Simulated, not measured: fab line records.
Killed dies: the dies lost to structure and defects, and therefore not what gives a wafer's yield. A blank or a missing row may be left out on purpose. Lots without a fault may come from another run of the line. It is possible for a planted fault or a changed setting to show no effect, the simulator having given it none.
Which of the tools did it? :: flow rit-cmos :: 14 lots, 42 wafers sampled, at 5 steps of a route of 202

WHAT THE GAUGES READ, wafer by wafer
RIT_NWELL_TW_MEAS_10. Usual: NWELL_TW 2138, standard deviation 13.
lot: L896
measured: day 1 21:01
on: film-metro-01
NWELL_TW: 2148 2136 2139
flag: 

lot: L898
measured: day 2 07:46
on: film-metro-04
NWELL_TW: 2123 2124 2109
flag: 

lot: L900
measured: day 2 17:35
on: film-metro-04
NWELL_TW: 2118 2114 2111
flag: 

lot: L901
measured: day 2 21:50
on: film-metro-01
NWELL_TW: 2120 2117 2117
flag: 

lot: L902
measured: day 3 02:53
on: film-metro-02
NWELL_TW: 2133 2137 2144
flag: 

lot: L903
measured: day 3 09:12
on: film-metro-02
NWELL_TW: 2155 2147 2147
flag: 

lot: L908
measured: day 4 10:05
on: film-metro-02
NWELL_TW: 2133 2137 2143
flag: 

lot: L910
measured: day 4 19:43
on: film-metro-04
NWELL_TW: 2137 2137 2138
flag: 

lot: L912
measured: day 5 06:29
on: film-metro-04
NWELL_TW: 2123 2119 2118
flag: 

lot: L914
measured: day 5 16:01
on: film-metro-02
NWELL_TW: 2159 2156 2150
flag: 

lot: L915
measured: day 5 21:17
on: film-metro-04
NWELL_TW: 2121 2115 2117
flag: 

lot: L916
measured: day 6 02:28
on: film-metro-02
NWELL_TW: 2151 2150 2153
flag: 

lot: L917
measured: day 6 07:37
on: film-metro-04
NWELL_TW: 2136 2134 2131
flag: 

lot: L919
measured: day 6 19:40
on: film-metro-04
NWELL_TW: 2137 2153 2144
flag: 

RIT_PWELL_TW_MEAS_10. Usual: PWELL_TW 947, standard deviation 5.2.
lot: L896
measured: day 1 22:50
on: film-metro-04
PWELL_TW: 953 956 947
flag: 

lot: L898
measured: day 2 09:19
on: film-metro-04
PWELL_TW: 941 945 946
flag: 

lot: L900
measured: day 2 19:16
on: film-metro-01
PWELL_TW: 938 939 941
flag: 

lot: L901
measured: day 2 23:32
on: film-metro-02
PWELL_TW: 954 953 955
flag: 

lot: L902
measured: day 3 04:26
on: film-metro-04
PWELL_TW: 951 955 959
flag: 

lot: L903
measured: day 3 10:45
on: film-metro-02
PWELL_TW: 951 953 953
flag: 

lot: L908
measured: day 4 11:43
on: film-metro-04
PWELL_TW: 950 947 949
flag: 

lot: L910
measured: day 4 21:23
on: film-metro-04
PWELL_TW: 945 947 944
flag: 

lot: L912
measured: day 5 08:02
on: film-metro-04
PWELL_TW: 936 940 934
flag: 

lot: L914
measured: day 5 17:34
on: film-metro-02
PWELL_TW: 945 952 951
flag: 

lot: L915
measured: day 5 22:50
on: film-metro-01
PWELL_TW: 946 946 942
flag: 

lot: L916
measured: day 6 04:02
on: film-metro-04
PWELL_TW: 947 945 948
flag: 

lot: L917
measured: day 6 09:10
on: film-metro-04
PWELL_TW: 944 941 946
flag: 

lot: L919
measured: day 6 21:13
on: film-metro-04
PWELL_TW: 944 944 942
flag: 

RIT_SDANNEAL_RS_MEAS_04: a four-point-probe measurement. Usual: PSD_RS 115.92 ohm/sq, standard deviation 0.26.
lot: L896
measured: day 3 00:42
on: film-metro-03
PSD_RS (ohm/sq): 116.55 116.03 116.08
flag: 

lot: L898
measured: day 3 12:55
on: film-metro-03
PSD_RS (ohm/sq): 116.32 116.03 116.32
flag: 

lot: L900
measured: day 4 01:11
on: film-metro-02
PSD_RS (ohm/sq): 115.88 116.12 115.98
flag: 

lot: L901
measured: day 4 03:33
on: film-metro-02
PSD_RS (ohm/sq): 113.65 113.64 113.80
flag: OFF

lot: L902
measured: day 4 06:30
on: film-metro-02
PSD_RS (ohm/sq): 116.20 116.44 115.53
flag: 

lot: L903
measured: day 4 13:32
on: film-metro-02
PSD_RS (ohm/sq): 113.90 113.76 113.91
flag: OFF

lot: L908
measured: day 5 16:33
on: film-metro-02
PSD_RS (ohm/sq): 115.62 115.66 115.67
flag: 

lot: L910
measured: day 6 00:22
on: film-metro-02
PSD_RS (ohm/sq): 115.89 115.74 115.91
flag: 

lot: L912
measured: day 6 14:40
on: film-metro-02
PSD_RS (ohm/sq): 116.04 115.95 115.97
flag: 

lot: L914
measured: day 7 00:41
on: film-metro-03
PSD_RS (ohm/sq): 115.94 115.58 115.50
flag: 

lot: L915
measured: day 7 07:19
on: film-metro-02
PSD_RS (ohm/sq): 116.16 116.25 116.13
flag: 

lot: L916
measured: day 7 10:39
on: film-metro-03
PSD_RS (ohm/sq): 115.84 115.78 116.04
flag: 

lot: L917
measured: day 7 19:38
on: film-metro-03
PSD_RS (ohm/sq): 116.29 116.07 115.94
flag: 

lot: L919
measured: day 8 08:52
on: film-metro-02
PSD_RS (ohm/sq): 115.80 115.71 115.86
flag: 

RIT_SDANNEAL_RS_MEAS_06: a four-point-probe measurement. Usual: PLDD_RS 176.9 ohm/sq, standard deviation 0.5.
lot: L896
measured: day 3 00:56
on: film-metro-03
PLDD_RS (ohm/sq): 177.1 177.5 177.7
flag: 

lot: L898
measured: day 3 13:10
on: film-metro-03
PLDD_RS (ohm/sq): 178.2 177.8 177.8
flag: 

lot: L900
measured: day 4 01:25
on: film-metro-02
PLDD_RS (ohm/sq): 177.6 177.1 177.6
flag: 

lot: L901
measured: day 4 03:47
on: film-metro-02
PLDD_RS (ohm/sq): 174.4 174.4 174.9
flag: OFF

lot: L902
measured: day 4 06:44
on: film-metro-02
PLDD_RS (ohm/sq): 176.5 176.5 176.0
flag: 

lot: L903
measured: day 4 13:47
on: film-metro-02
PLDD_RS (ohm/sq): 175.2 175.0 175.3
flag: OFF

lot: L908
measured: day 5 16:47
on: film-metro-02
PLDD_RS (ohm/sq): 175.8 176.3 176.6
flag: 

lot: L910
measured: day 6 00:37
on: film-metro-02
PLDD_RS (ohm/sq): 176.7 177.4 176.7
flag: 

lot: L912
measured: day 6 14:54
on: film-metro-02
PLDD_RS (ohm/sq): 176.4 176.9 176.5
flag: 

lot: L914
measured: day 7 00:56
on: film-metro-03
PLDD_RS (ohm/sq): 176.6 176.9 176.7
flag: 

lot: L915
measured: day 7 07:33
on: film-metro-02
PLDD_RS (ohm/sq): 177.4 177.9 177.7
flag: 

lot: L916
measured: day 7 10:53
on: film-metro-03
PLDD_RS (ohm/sq): 176.9 176.7 176.8
flag: 

lot: L917
measured: day 7 19:52
on: film-metro-03
PLDD_RS (ohm/sq): 177.2 176.9 177.0
flag: 

lot: L919
measured: day 8 09:06
on: film-metro-02
PLDD_RS (ohm/sq): 177.2 177.4 177.8
flag: 

WHICH TOOL RAN EACH LOT (tool, then ch and the chambers of the sampled wafers, then the start)
lot: L896
RIT_SDANNEAL_RTA_03: rtp-anneal-02 ch 0, day 3 00:37

lot: L898
RIT_SDANNEAL_RTA_03: rtp-anneal-02 ch 0, day 3 12:52

lot: L900
RIT_SDANNEAL_RTA_03: rtp-anneal-02 ch 0, day 4 01:07

lot: L901
RIT_SDANNEAL_RTA_03: rtp-anneal-01 ch 0, day 4 03:28

lot: L902
RIT_SDANNEAL_RTA_03: rtp-anneal-02 ch 0, day 4 06:26

lot: L903
RIT_SDANNEAL_RTA_03: rtp-anneal-01 ch 0, day 4 13:29

lot: L908
RIT_SDANNEAL_RTA_03: rtp-anneal-02 ch 0, day 5 16:28

lot: L910
RIT_SDANNEAL_RTA_03: rtp-anneal-02 ch 0, day 6 00:19

lot: L912
RIT_SDANNEAL_RTA_03: rtp-anneal-02 ch 0, day 6 14:35

lot: L914
RIT_SDANNEAL_RTA_03: rtp-anneal-02 ch 0, day 7 00:37

lot: L915
RIT_SDANNEAL_RTA_03: rtp-anneal-01 ch 0, day 7 07:16

lot: L916
RIT_SDANNEAL_RTA_03: rtp-anneal-02 ch 0, day 7 10:35

lot: L917
RIT_SDANNEAL_RTA_03: rtp-anneal-01 ch 0, day 7 19:34

lot: L919
RIT_SDANNEAL_RTA_03: rtp-anneal-01 ch 0, day 8 08:47
- RIT_SDANNEAL_RTA_03: time 5 s.

AS READ BY THE TOOLS THEMSELVES (means over the sampled wafers that have a number; for cases with no such wafer, the mark the record gives instead)
RIT_SDANNEAL_RTA_03. Usual: chamber-o2-ppm 2.001, standard deviation 0.023; wafer_temp_C_max 1053.7, standard deviation 1.2.
lot: L896
tool: rtp-anneal-02
chamber-o2-ppm: 1.992
wafer_temp_C_max: 1053.4
flag: 

lot: L898
tool: rtp-anneal-02
chamber-o2-ppm: 2.015
wafer_temp_C_max: 1053.8
flag: 

lot: L900
tool: rtp-anneal-02
chamber-o2-ppm: 1.997
wafer_temp_C_max: 1052.8
flag: 

lot: L901
tool: rtp-anneal-01
chamber-o2-ppm: 1.986
wafer_temp_C_max: 1054.9
flag: 

lot: L902
tool: rtp-anneal-02
chamber-o2-ppm: 2.009
wafer_temp_C_max: 1053.4
flag: 

lot: L903
tool: rtp-anneal-01
chamber-o2-ppm: 1.984
wafer_temp_C_max: 1055.2
flag: 

lot: L908
tool: rtp-anneal-02
chamber-o2-ppm: 2.016
wafer_temp_C_max: 1053.4
flag: 

lot: L910
tool: rtp-anneal-02
chamber-o2-ppm: 2.008
wafer_temp_C_max: 1053.2
flag: 

lot: L912
tool: rtp-anneal-02
chamber-o2-ppm: 1.973
wafer_temp_C_max: 1054.1
flag: 

lot: L914
tool: rtp-anneal-02
chamber-o2-ppm: 1.989
wafer_temp_C_max: 1053.8
flag: 

lot: L915
tool: rtp-anneal-01
chamber-o2-ppm: 2.034
wafer_temp_C_max: 1053.0
flag: 

lot: L916
tool: rtp-anneal-02
chamber-o2-ppm: 1.985
wafer_temp_C_max: 1053.9
flag: 

lot: L917
tool: rtp-anneal-01
chamber-o2-ppm: 2.025
wafer_temp_C_max: 1052.8
flag: 

lot: L919
tool: rtp-anneal-01
chamber-o2-ppm: 2.022
wafer_temp_C_max: 1053.4
flag: 

THE ANSWER, worked out from the rows above alone
Rule: a lot is off if the mean of its wafers that have a number lies more than 3 standard deviations from the usual mean. A lot without any number at a reading at which 4 lots or more have one is off too. The other lots that the step has rows for count as sound. First the gauges in route order, then the tools' own readings, where a lot's mean is used as printed above. The first step at which some lot is off is used, and at that step the reading that is off furthest; a lot without a number counts as furthest.
Off: at RIT_SDANNEAL_RS_MEAS_04 (PSD_RS), L901, L903.
If a tool, at a process step before that reading, ran all the lots that are off and no sound lot after the first of them, it fits. Those tools and the gauges at RIT_SDANNEAL_RS_MEAS_04 are tried in the same way. Of those tried, none fits.

WHAT WAS PUT IN BY THE SIMULATOR
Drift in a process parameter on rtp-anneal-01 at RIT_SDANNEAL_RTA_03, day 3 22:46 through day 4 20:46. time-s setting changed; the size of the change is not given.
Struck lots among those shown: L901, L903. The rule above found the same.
